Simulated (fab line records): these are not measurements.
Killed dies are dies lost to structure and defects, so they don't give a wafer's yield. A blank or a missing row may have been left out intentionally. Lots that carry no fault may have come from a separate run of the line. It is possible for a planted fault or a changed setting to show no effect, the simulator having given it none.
fab line records ; flow rit-cmos
record lots=13; wafers=39; last-day=7
route steps=202 shown GATE@81 M1@202
lots that met no fault: from a run of the same line without faults
start-h: the number of hours between the record's first day and the start of the first shown wafer of the lot ; wait-h: hours since the lot's step before ; " identical to the entry in the row above ; L1.1+2: several wafers, shown together as one row ; - no value present, or no start provided ; * or withheld: withheld ; < > ~ a bound
route shown NAME@n: NAME is a module with steps in the file, n the number in the route of the first one ; usual: the fault-free wafers' mean and standard deviation ; same: alike in all rows ; chamber/n: place in a boat ; sites: readings site by site ; _std_site: the standard deviation of these ; _edge_site: outer sites' mean less inner sites' ; radius-mm: for every site, how far away it sits from the centre of the wafer ; mask NAME#n: copy n ; behind: the last tool/chamber to shape the wafer ; hold: what put the lot on hold/how long, in hours/how the hold closed ; device: the transistor (n, p or np) that didn't switch ; end of line: tests of these same wafers at the route's end ; for a step that has no rows: nothing shown but its recipe ; killed: at the first sort, the dies lost to defects and structure; wafer yield is something else ; map: per-die view of a wafer (x killed, . not killed, _ where there is no die)
set.NAME: setting as actually run; set.NAME@STEP: the setting as run at that earlier step ; model.NAME: the simulator's own value behind a step, which no gauge read
one table for each step of the route and one row for each wafer, over a sample of lots
services: from which hour (start-h, from the record's first day; less than 0 if before it) a tool's chamber was out of use, for how many hours, and why
## steps
# step RIT_GATE_OXIDATION_05
# recipe temp-c=900; ambient=O2; target-thk-a=30; ox-time-s=270
# usual spike-tc-centre-C=902.0/1.9; spike-tc-load-C=925.2/2.8; spike-tc-source-C=924/3.5; tube-center-temp-C=899.99/0.079; tube_center_temp_C_max=902.3/0.34
lot.wafer;tool;chamber;start-h;wait-h;spike-tc-centre-C;spike-tc-load-C;spike-tc-source-C;tube-center-temp-C;tube_center_temp_C_max
L194.2;furnace-04;0;41.46;1.3;900.7;925.5;928;899.98;901.8
L194.3;furnace-04;0;41.46;1.3;900.3;924.9;925;900.03;902.2
L194.4;furnace-04;0;41.46;1.3;898.9;926.5;925;899.95;901.9
L195.2;furnace-03;0;46.61;1.9;903.8;927.6;926;900;902.7
L195.3;furnace-03;0;46.61;1.9;900.8;926.7;926;899.92;903.1
L195.5;furnace-03;0;46.61;1.9;905.7;928.0;925;899.96;901.8
L196.4;furnace-04;0;53.05;3.1;900.4;925.3;927;899.94;901.7
L196.5;furnace-04;0;53.05;3.1;901.4;925.8;926;900.07;902.1
L196.6;furnace-04;0;53.05;3.1;899.7;925.5;927;899.92;902.2
L200.4;furnace-04;0;77.71;0.4;908.9;935.3;934;908.38;910.2
L200.5;furnace-04;0;77.71;0.4;908.6;933.3;935;908.31;910.4
L200.6;furnace-04;0;77.71;0.4;908.9;934.4;935;908.32;910.6
L201.1;furnace-03;0;94.30;1.9;905.6;929.3;927;900.1;902.5
L201.3;furnace-03;0;94.30;1.9;904.1;926.4;926;899.9;902.1
L201.4;furnace-03;0;94.30;1.9;904.3;926.5;927;899.99;902.2
L204.3;furnace-04;0;98.00;0.0;908.1;932.8;934;908.4;910.3
L204.4;furnace-04;0;98.00;0.0;906.9;935.1;936;908.38;910.8
L204.5;furnace-04;0;98.00;0.0;908.4;933.3;934;908.18;910.3
L208.1;furnace-03;0;116.94;0.1;904.8;928.1;926;899.96;902.3
L208.3;furnace-03;0;116.94;0.1;903.6;925.5;925;899.99;902.4
L208.5;furnace-03;0;116.94;0.1;902.9;927.7;926;899.92;902.0
L211.1;furnace-01;0;125.44;0.6;902.8;920.8;918;900.06;902.1
L211.5;furnace-01;0;125.44;0.6;901.7;919.6;919;900.07;902.6
L211.6;furnace-01;0;125.44;0.6;904.0;921.7;918;900.08;902.2
L210.1;furnace-01;0;126.52;0.8;901.2;921.0;918;900.05;902.5
L210.4;furnace-01;0;126.52;0.8;902.2;921.9;917;900.02;901.8
L210.6;furnace-01;0;126.52;0.8;901.9;919.9;918;899.96;902.7
L213.1;furnace-01;0;129.86;0.1;902.5;919.1;917;900;902.5
L213.3;furnace-01;0;129.86;0.1;902.6;921.3;918;899.86;902.7
L213.6;furnace-01;0;129.86;0.1;902.8;921.1;918;899.89;902.1
L215.1;furnace-03;0;142.13;1.0;903.6;926.9;925;900.1;901.9
L215.3;furnace-03;0;142.13;1.0;903.5;925.7;925;900.03;902.4
L215.5;furnace-03;0;142.13;1.0;904.0;927.3;926;899.95;902.8
L216.2;furnace-03;0;144.15;0.0;903.8;927.0;925;899.96;902.0
L216.4;furnace-03;0;144.15;0.0;904.4;929.2;927;899.9;901.9
L216.6;furnace-03;0;144.15;0.0;904.4;926.5;926;899.81;902.5
L217.1;furnace-03;0;150.61;1.8;904.5;926.9;925;899.97;902.5
L217.4;furnace-03;0;150.61;1.8;902.8;927.5;926;900.03;902.4
L217.6;furnace-03;0;150.61;1.8;902.4;928.4;925;899.95;902.7
# step RIT_GATE_THK_MEAS_07
# recipe reads=SiO2_of_GATE_OXIDATION_05
# usual GATE_OXIDE_THK=3.02/0.057
lot.wafer;tool;chamber;start-h;wait-h;GATE_OXIDE_THK[nm]
L194.2;film-metro-03;-;44.11;0.0;3.01
L194.3;film-metro-03;-;44.11;0.0;2.99
L194.4;film-metro-03;-;44.11;0.0;2.94
L195.2;film-metro-02;-;49.26;0.0;3.07
L195.3;film-metro-02;-;49.26;0.0;3.04
L195.5;film-metro-02;-;49.26;0.0;3.06
L196.4;film-metro-03;-;66.36;0.0;3.03
L196.5;film-metro-03;-;66.36;0.0;3.02
L196.6;film-metro-03;-;66.36;0.0;2.94
L200.4;film-metro-02;-;81.42;0.0;3.28
L200.5;film-metro-02;-;81.42;0.0;3.32
L200.6;film-metro-02;-;81.42;0.0;3.37
L201.1;film-metro-04;-;97.64;0.0;3.06
L201.3;film-metro-04;-;97.64;0.0;3.07
L201.4;film-metro-04;-;97.64;0.0;3.05
L204.3;film-metro-04;-;104.16;0.0;3.38
L204.4;film-metro-04;-;104.16;0.0;3.42
L204.5;film-metro-04;-;104.16;0.0;3.32
L208.1;film-metro-04;-;118.66;0.0;3.12
L208.3;film-metro-04;-;118.66;0.0;3.06
L208.5;film-metro-04;-;118.66;0.0;3.08
L211.1;film-metro-02;-;127.63;0.0;3.03
L211.5;film-metro-02;-;127.63;0.0;3.11
L211.6;film-metro-02;-;127.63;0.0;3.03
L210.1;film-metro-02;-;127.88;0.0;3.07
L210.4;film-metro-02;-;127.88;0.0;3.01
L210.6;film-metro-02;-;127.88;0.0;2.98
L213.1;film-metro-02;-;131.72;0.0;3.02
L213.3;film-metro-02;-;131.72;0.0;3.00
L213.6;film-metro-02;-;131.72;0.0;2.94
L215.1;film-metro-04;-;143.45;0.0;3.04
L215.3;film-metro-04;-;143.45;0.0;2.96
L215.5;film-metro-04;-;143.45;0.0;2.98
L216.2;film-metro-04;-;145.54;0.1;2.97
L216.4;film-metro-04;-;145.54;0.1;2.98
L216.6;film-metro-04;-;145.54;0.1;2.90
L217.1;film-metro-04;-;153.87;0.0;2.99
L217.4;film-metro-04;-;153.87;0.0;2.98
L217.6;film-metro-04;-;153.87;0.0;3.01
# step RIT_GATE_CD_MEAS_16
# recipe target-cd-nm=150
# usual cd-nm=150.3/2.1
lot.wafer;tool;chamber;start-h;wait-h;cd-nm
L194.2;cd-sem-01;-;47.06;-;151.5
L194.3;cd-sem-01;-;47.06;-;151.4
L194.4;cd-sem-01;-;47.06;-;151.3
L195.2;cd-sem-02;-;51.98;-;152.6
L195.3;cd-sem-02;-;51.98;-;149.5
L195.5;cd-sem-02;-;51.98;-;150.3
L196.4;cd-sem-02;-;69.10;-;154.7
L196.5;cd-sem-02;-;69.10;-;152.4
L196.6;cd-sem-02;-;69.10;-;149.8
L200.4;cd-sem-02;-;84.20;-;151.5
L200.5;cd-sem-02;-;84.20;-;153.4
L200.6;cd-sem-02;-;84.20;-;154.1
L201.1;cd-sem-02;-;100.35;-;149.9
L201.3;cd-sem-02;-;100.35;-;149.9
L201.4;cd-sem-02;-;100.35;-;153.3
L204.3;cd-sem-02;-;106.90;-;132.0
L204.4;cd-sem-02;-;106.90;-;129.3
L204.5;cd-sem-02;-;106.90;-;131.0
L208.1;cd-sem-01;-;121.41;-;150.3
L208.3;cd-sem-01;-;121.41;-;150.2
L208.5;cd-sem-01;-;121.41;-;149.5
L211.1;cd-sem-01;-;130.86;-;153.6
L211.5;cd-sem-01;-;130.86;-;153.3
L211.6;cd-sem-01;-;130.86;-;153.6
L210.1;cd-sem-01;-;131.07;-;147.9
L210.4;cd-sem-01;-;131.07;-;149.3
L210.6;cd-sem-01;-;131.07;-;149.1
L213.1;cd-sem-02;-;134.74;-;150.8
L213.3;cd-sem-02;-;134.74;-;148.5
L213.6;cd-sem-02;-;134.74;-;153.2
L215.1;cd-sem-02;-;146.13;-;148.8
L215.3;cd-sem-02;-;146.13;-;149.3
L215.5;cd-sem-02;-;146.13;-;149.8
L216.2;cd-sem-01;-;148.22;-;151.1
L216.4;cd-sem-01;-;148.22;-;150.7
L216.6;cd-sem-01;-;148.22;-;150.1
L217.1;cd-sem-02;-;157.75;-;144.1
L217.4;cd-sem-02;-;157.75;-;145.5
L217.6;cd-sem-02;-;157.75;-;145.7
# step RIT_M1_PROBE_99
# usual killed-at-contacts=0.1/0.23; killed-at-front-end=6.7/2.9; killed-dies=6.8/2.9; killed-open=3.5/2.1; killed-short=3.2/1.9
# same gross-dies=264; killed_at_M0_to_M3=0; killed_at_M4_up=0; killed-at-back-side=0; killed-at-other=0
lot.wafer;tool;chamber;start-h;wait-h;killed-at-contacts;killed-at-front-end;killed-dies;killed-open;killed-short
L204.4;prober-02;-;130.60;0.2;0;4;4;2;2
# killed by level:class
L204.4 GATE:geometric-particle:open=2 FOX1:geometric-particle:short=1 SPACER:geometric-particle:short=1
## services
tool;chamber;start-h;hours;kind
furnace-04;-;20.87;8.5;pm
furnace-04;-;29.39;4.1;pm
furnace-03;-;54.34;3.5;pm
furnace-01;-;75.16;19.3;repair
furnace-01;-;94.50;2.9;pm
furnace-03;-;98.00;2.9;pm
furnace-03;-;99.99;10.3;repair
## key
first-sign step=RIT_GATE_OXIDATION_05; reading=tube-center-temp-C; direction=up; sigmas=93; usual=*; struck=*
effect step=RIT_GATE_OXIDATION_05; reading=tube_center_temp_C_max; direction=up; sigmas=24; usual=*; struck=*
effect step=RIT_GATE_THK_MEAS_07; reading=GATE_OXIDE_THK; direction=up; sigmas=5.8; usual=3.02; struck=3.35
effect step=RIT_GATE_CD_MEAS_16; reading=cd-nm; direction=down; sigmas=4; usual=150.3; struck=141.9; wafers-moved=3; through=control-loop
met-at RIT_GATE_OXIDATION_05
struck-lots L200,L204
tester-left-out L200,L204
loop-trim step=RIT_GATE_EXPOSE_13; setting=dose; lots=L204
onset-between 53.05 77.71
fault kind=process-parameter-drift; tool=furnace-04; chamber=-; onset-h=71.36; steps=RIT_GATE_OXIDATION_05; channel=temp-c; offset=*; shape=step; end-h=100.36; acts-in=*; stated=*
# tester-left-out: of these lots the tester's yield and bins aren't shown, on N5 and GAA mostly nor the transistor test; their killed dies are dies lost to structure and defects alone, not to doping, threshold or leakage, so they don't give the yield
# loop-trim: a control loop set the setting to another value than it would have without faults
